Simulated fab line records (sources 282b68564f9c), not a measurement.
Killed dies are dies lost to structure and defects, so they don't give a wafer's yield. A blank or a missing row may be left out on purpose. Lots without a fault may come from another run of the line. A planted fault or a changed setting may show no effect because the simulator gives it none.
A lot that was struck, set against a sound lot + flow rit cmos + 44 out of 202 route steps
Sound: the wafers L482.2, L482.3, L482.5. Wafers struck: L491.3, L491.5, L491.6. The cause is given at the end.
Per side, at each step with rows, come the tool, then ch with its chambers, and then its first start. Under that, the readings that differ: sound wafers + struck wafers + difference of the means + sigmas: that difference in standard deviations of wafers without a fault.
alike: same words and numbers on both sides, and readings whose means sit less than 2 such deviations apart. not compared: any withheld reading, any reading some wafer has no value for, any bound like >300 that may hide the same value, and any number with overlapping values for which the record gives no deviation.
A row with sigmas, a row that says differs or no value, or rows on one side alone: a step with any of these is where the two part. Numbers that don't overlap but have no deviation are shown without sigmas and don't part them. A reading that every wafer of one side lacks parts them only if that side has two wafers or more.

first, 4 steps without rows for these wafers: RIT_PLDD_SOFTBAKE_02 (time 60 s); RIT_PLDD_EXPOSE_03 (exposes mask M8, target cd 40900 nm); RIT_PLDD_PEB_04; RIT_PLDD_DEVELOP_05 (develop time 50 s).
RIT_PLDD_OVL_MEAS_06:
  sound on overlay-01 at day 2 20:55; struck on overlay-01 at day 4 21:16
  alike: PLDD_OVL
then, 2 steps without rows for these wafers: RIT_PLDD_HARDBAKE_07 (time 60 s); RIT_PLDD_IMPLANT_08.
RIT_PLDD_STRIP_09: strips in O2, time 180 s.
  sound on plasma asher-04 ch 0,1, day 2 21:16; struck on plasma asher-04 ch 0,1, day 4 21:39
  alike: drypump motor current A
  not compared: rf hours counter h
RIT_PLDD_TW_MEAS_10:
  sound on film metro-01 at day 2 21:26; struck on film metro-01 at day 4 21:47
  alike: PLDD_TW
then, 3 steps without rows for these wafers: RIT_SPACER_CLEAN_00 (cleans in SC1, time 600 s); RIT_SPACER_CLEAN_01 (cleans in dHF, time 30 s); RIT_SPACER_CLEAN_02 (cleans in SC2, time 600 s).
RIT_SPACER_CVD_03: deposits Si3N4 from SiH2Cl2/NH3, target thk 250 nm, time 3300 s.
  sound on lpcvd-02 ch 1, day 2 21:52; struck on lpcvd-02 ch 1, day 4 22:12
| reading                                  | sound             | struck            | difference | sigmas |
|------------------------------------------|-------------------|-------------------|------------|--------|
| model.Si3N4_of_SPACER_CVD_03.thk nm (nm) | 246.5 248.3 247.2 | 233.9 233.9 232.9 | -13.8      |        |
RIT_SPACER_THK_MEAS_04:
  sound on film metro-04 at day 2 23:47; struck on film metro-01 at day 5 00:08
| reading                 | sound             | struck            | difference | sigmas |
|-------------------------|-------------------|-------------------|------------|--------|
| SPACER_NITRIDE_THK (nm) | 246.6 248.3 247.1 | 233.8 233.7 232.7 | -13.9      | -6     |
RIT_SPACER_ETCHBACK_05: etches Si3N4 in SF6/CHF3, stops on SiO2, target depth 250 nm, time 240 s.
  sound on rie diel-01 ch 1,2,3, day 2 23:50; struck on rie diel-01 ch 0,2, day 5 00:10
| reading                  | sound             | struck            | difference | sigmas |
|--------------------------|-------------------|-------------------|------------|--------|
| oes product au (a.u.)    | 0.831 0.838 0.832 | 0.792 0.788 0.797 | -0.041     | -3     |
| model.etch.depth nm (nm) | 246.5 248.3 247.2 | 233.9 233.9 232.9 | -13.8      |        |
  alike: SF6_flow_sccm, drypump motor current A, rf fwd power W, throttle valve pct
  not compared: rf hours counter h
then, 6 steps without rows for these wafers: RIT_NSD_HMDS_00 (prime time 60 s); RIT_NSD_COAT_01 (resist thk 1000 nm); RIT_NSD_SOFTBAKE_02 (time 60 s); RIT_NSD_EXPOSE_03 (exposes mask M9, target cd 40700 nm); RIT_NSD_PEB_04; RIT_NSD_DEVELOP_05 (develop time 50 s).
RIT_NSD_OVL_MEAS_06:
  sound on overlay-01 at day 3 00:50; struck on overlay-01 at day 5 01:11
  alike: NSD_OVL
then, 2 steps without rows for these wafers: RIT_NSD_HARDBAKE_07 (time 60 s); RIT_NSD_IMPLANT_08.
RIT_NSD_STRIP_09: strips in O2, time 180 s.
  sound on plasma asher-04 ch 0,1, day 3 01:10; struck on plasma asher-03 ch 0,1, day 5 01:34
  alike: drypump motor current A
  not compared: rf hours counter h
RIT_NSD_TW_MEAS_10:
  sound on film metro-01 at day 3 01:22; struck on film metro-02 at day 5 01:42
| reading | sound          | struck         | difference | sigmas |
|---------|----------------|----------------|------------|--------|
| NSD_TW  | 3132 3115 3121 | 3070 3061 3069 | -56        | -2     |
then, 6 steps without rows for these wafers: RIT_PSD_HMDS_00 (prime time 60 s); RIT_PSD_COAT_01 (resist thk 1000 nm); RIT_PSD_SOFTBAKE_02 (time 60 s); RIT_PSD_EXPOSE_03 (exposes mask M10, target cd 40900 nm); RIT_PSD_PEB_04; RIT_PSD_DEVELOP_05 (develop time 50 s).
RIT_PSD_OVL_MEAS_06:
  sound on overlay-02 at day 3 02:23; struck on overlay-02 at day 5 02:44
| reading      | sound       | struck         | difference | sigmas |
|--------------|-------------|----------------|------------|--------|
| PSD_OVL (nm) | 0.9 1.6 2.0 | -1.6 -1.5 -1.9 | -3.2       | -2     |
then, 2 steps without rows for these wafers: RIT_PSD_HARDBAKE_07 (time 60 s); RIT_PSD_IMPLANT_08.
RIT_PSD_STRIP_09: strips in O2, time 180 s.
  sound on plasma asher-02 ch 0,1, day 3 02:43; struck on plasma asher-01 ch 0,1, day 5 03:07
  alike: drypump motor current A
  not compared: rf hours counter h
RIT_PSD_TW_MEAS_10:
  sound on film metro-03 at day 3 02:54; struck on film metro-03 at day 5 03:15
  alike: PSD_TW
then, 3 steps without rows for these wafers: RIT_SDANNEAL_CLEAN_00 (cleans in SC1, time 600 s); RIT_SDANNEAL_CLEAN_01 (cleans in dHF, time 30 s); RIT_SDANNEAL_CLEAN_02 (cleans in SC2, time 600 s).
RIT_SDANNEAL_RTA_03: time 5 s.
  sound on rtp anneal-01 ch 0, day 3 03:20; struck on rtp anneal-02 ch 0, day 5 03:41
  alike: chamber o2 ppm, wafer_temp_C_max
RIT_SDANNEAL_RS_MEAS_04: measures by four-point-probe.
  sound on film metro-03 at day 3 03:24; struck on film metro-02 at day 5 03:46
  alike: PSD_RS
RIT_SILICIDE_WET_ETCH_00: etches SiO2 in BOE, target depth 14 nm, time 15 s.
  sound on wet bench-02 ch 3, day 3 03:52; struck on wet bench-01 ch 3, day 5 04:12
| reading                                  | sound             | struck            | difference | sigmas |
|------------------------------------------|-------------------|-------------------|------------|--------|
| model.Si3N4_of_SPACER_CVD_03.thk nm (nm) | 192.1 193.3 193.4 | 181.8 181.8 181.2 | -11.3      |        |
RIT_M1_PROBE_99:
  sound on prober-02 at day 3 11:05; struck on prober-01 at day 5 12:05
| reading                                | sound             | struck            | difference | sigmas |
|----------------------------------------|-------------------|-------------------|------------|--------|
| model.etest.nmos_0p15.r on ohm um      | 1150 1159 1139    | 1275 1245 1227    | +100       |        |
| model.etest.pplus sal.width nm (nm)    | 3424 3443 3434    | 3479 3465 3482    | +42        |        |
| model.etest.pwell pinched.rs ohm sq    | 457.6 466.1 458.3 | 466.4 468.1 468.6 | +7.0       |        |
| model.etest.nwell pinched.rs ohm sq    | 336.1 337.1 335.3 | 348.2 349.2 348.7 | +12.5      |        |
| model.etest.nmos_0p15.tox inv nm (nm)  | 4.534 4.505 4.536 | 4.496 4.493 4.465 | -0.040     |        |
| model.etest.diode nplus comb.cj ff um2 | 2.668 2.667 2.636 | 2.716 2.71 2.706  | +0.054     |        |
  alike: killed at contacts, killed at front end, killed dies, killed open, killed short
  not compared: model.etest.nplus sal.width nm

== WHERE THEY PART ==
Last at RIT_PSD_OVL_MEAS_06 as far as this record goes, first at RIT_SPACER_THK_MEAS_04. Later steps at which nothing parts them and some readings are alike: RIT_PSD_STRIP_09, RIT_PSD_TW_MEAS_10, RIT_SDANNEAL_RTA_03, RIT_SDANNEAL_RS_MEAS_04, RIT_M1_PROBE_99.

WHY: what had been put in by the simulator
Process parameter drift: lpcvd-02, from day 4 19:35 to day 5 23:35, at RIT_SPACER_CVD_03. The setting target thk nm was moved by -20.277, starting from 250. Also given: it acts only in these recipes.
